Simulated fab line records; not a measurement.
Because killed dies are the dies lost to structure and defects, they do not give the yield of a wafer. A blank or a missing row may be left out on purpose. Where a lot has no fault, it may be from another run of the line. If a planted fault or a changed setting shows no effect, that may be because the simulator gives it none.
Matching of chambers :: flow berkeley cmos170 :: UCB170_PSD_CLEAN_11 on wet bench-03: 3 sister chambers
The step cleans in SPM, time 600 s. 6 wafers are shown with their chamber, then 7 later ones without.

== WAFERS WITH THEIR CHAMBER ==
wafer: L426.5
chamber: 2
bath heat duty pct (%): 15.1
bath guard temp C (C): 120.1

wafer: L426.6
chamber: 2
bath heat duty pct (%): 14.6
bath guard temp C (C): 120.4

wafer: L432.2
chamber: 0
bath heat duty pct (%): 10.8
bath guard temp C (C): 119.9

wafer: L432.6
chamber: 0
bath heat duty pct (%): 10.7
bath guard temp C (C): 120.6

wafer: L435.1
chamber: 1
bath heat duty pct (%): 16.1
bath guard temp C (C): 119.8

wafer: L435.4
chamber: 1
bath heat duty pct (%): 16.3
bath guard temp C (C): 119.3

== WAFERS WHOSE CHAMBER IS MISSING ==
wafer: L435.5
bath heat duty pct (%): 15.9
bath guard temp C (C): 119.1

wafer: L437.2
bath heat duty pct (%): 10.4
bath guard temp C (C): 120.4

wafer: L437.3
bath heat duty pct (%): 10.2
bath guard temp C (C): 120.6

wafer: L437.6
bath heat duty pct (%): 10.8
bath guard temp C (C): 120.0

wafer: L448.4
bath heat duty pct (%): 11.4
bath guard temp C (C): 120.2

wafer: L448.5
bath heat duty pct (%): 11.2
bath guard temp C (C): 120.2

wafer: L448.6
bath heat duty pct (%): 11.1
bath guard temp C (C): 120.1

== CHAMBER TAKEN BY EACH ==
wafer: L435.5
from the rows above: 1
in truth: 1

wafer: L437.2
from the rows above: 0
in truth: 0

wafer: L437.3
from the rows above: 0
in truth: 0

wafer: L437.6
from the rows above: 0
in truth: 0

wafer: L448.4
from the rows above: 0
in truth: 0

wafer: L448.5
from the rows above: 0
in truth: 0

wafer: L448.6
from the rows above: 0
in truth: 0
Placed correctly: 7 of 7. From these rows, 0 cannot be placed. 0 placed wrongly.
How it was worked out, from the rows above alone: a wafer's distance from a chamber is the root of the sum, over the readings, of the square of ((its reading less the chamber's mean) divided by the reading's scatter). The wafer belongs to the nearest chamber; if the next one is less than 2 further off, it can't be placed. A chamber's mean is the mean of its shown wafers. The scatter is the square root of a quotient: the sum, over the shown wafers, of each reading's squared deviation from its chamber's mean, divided by wafers minus chambers.
